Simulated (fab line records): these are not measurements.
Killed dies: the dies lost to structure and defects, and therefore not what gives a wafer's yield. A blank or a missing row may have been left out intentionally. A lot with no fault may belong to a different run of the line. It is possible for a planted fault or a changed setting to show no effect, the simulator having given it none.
Split-lot study ; flow berkeley_cmos170 ; 23 wafers read across 5 lots, on a route 331 steps long

## SPLIT DETAILS
At UCB170_FIELD_OXIDATION_01 (target thk 558.3 nm, ox time 7200 s), the setting ox_time_s was moved away from the recipe's 7200 s on 15 of the 23 wafers read, by -8.2% to +13.3%. All remaining wafers had this setting at the recipe value.

## FROM THE SPLIT TO THE READING: what the file shows between them, 5 steps
- UCB170_FIELD_THK_MEAS_02
- UCB170_FIELD_ANNEAL_03: time 1200 s
- UCB170_FIELD_WET_ETCH_04: etches SiO2 in dHF, time 60 s
- UCB170_FIELD_WET_ETCH_05: etches Si3N4 in H3PO4, time 12600 s
- UCB170_FIELD_WET_ETCH_06: etches SiO2 in BOE, time 22 s

## THE READING
FIELD_OXIDE_LEFT_1_THK at UCB170_FIELD_THK_MEAS_90, in nm. Typical for fault-free wafers on this fab line: 441 nm, with standard deviation 9.3 nm.

wafer;tool, chamber at the split;ox_time_s as run, s;against the recipe;FIELD_OXIDE_LEFT_1_THK, nm;against lot-mates on the recipe
L074.1;furnace-01, 0;7200;recipe;432;-
L074.3;furnace-01, 0;7200;recipe;438;-
L074.4;furnace-01, 0;7200;recipe;432;-
L077.1;-, -;7854;+9.1%;456;no lot-mate on the recipe
L077.2;-, -;7854;+9.1%;467;no lot-mate on the recipe
L077.4;-, -;7854;+9.1%;461;no lot-mate on the recipe
L077.5;-, -;7854;+9.1%;477;no lot-mate on the recipe
L077.6;-, -;7854;+9.1%;460;no lot-mate on the recipe
L081.1;-, -;8158;+13.3%;474;no lot-mate on the recipe
L081.2;-, -;8158;+13.3%;485;no lot-mate on the recipe
L081.4;-, -;8158;+13.3%;491;no lot-mate on the recipe
L081.5;-, -;8158;+13.3%;487;no lot-mate on the recipe
L081.6;-, -;8158;+13.3%;485;no lot-mate on the recipe
L083.1;-, -;7200;recipe;433;-
L083.2;-, -;7200;recipe;440;-
L083.4;-, -;7200;recipe;443;-
L083.5;-, -;7200;recipe;435;-
L083.6;-, -;7200;recipe;443;-
L085.1;-, -;6610;-8.2%;421;no lot-mate on the recipe
L085.2;-, -;6610;-8.2%;423;no lot-mate on the recipe
L085.3;-, -;6610;-8.2%;424;no lot-mate on the recipe
L085.4;-, -;6610;-8.2%;413;no lot-mate on the recipe
L085.5;-, -;6610;-8.2%;427;no lot-mate on the recipe

FIT RESULTS
A straight line over all 23 wafers: FIELD_OXIDE_LEFT_1_THK changes by +2.9 nm for each +1% of ox_time_s; r = +0.96; the points scatter about the line by 7.2 nm.
Too few moved wafers with a lot-mate on the recipe to fit a line net of each lot's own level.

## THE WHOLE CHAIN: every reading that the file lists as answering this split, in the file's order
step;what it does;reading;change (the file's fit);r (the file's)
UCB170_FIELD_OXIDATION_01;target thk 558.3 nm, ox time 7200 s;SiO2_of_FIELD_OXIDATION_01.thk_nm (the simulator's own value, which no gauge read);+2.93 nm for each +1% of the setting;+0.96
UCB170_FIELD_THK_MEAS_02;;FIELD_OXIDE_THK;+2.92 for each +1% of the setting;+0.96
UCB170_FIELD_WET_ETCH_05;etches Si3N4 in H3PO4, time 12600 s;SiO2_of_FIELD_OXIDATION_01.thk_nm (the simulator's own value, which no gauge read);+2.95 nm for each +1% of the setting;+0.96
UCB170_FIELD_THK_MEAS_90;;FIELD_OXIDE_LEFT_1_THK;+2.9 for each +1% of the setting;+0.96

## FILE'S OWN FIT
FIELD_OXIDE_LEFT_1_THK changes by +2.9 nm for each +1% of ox_time_s, r = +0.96.
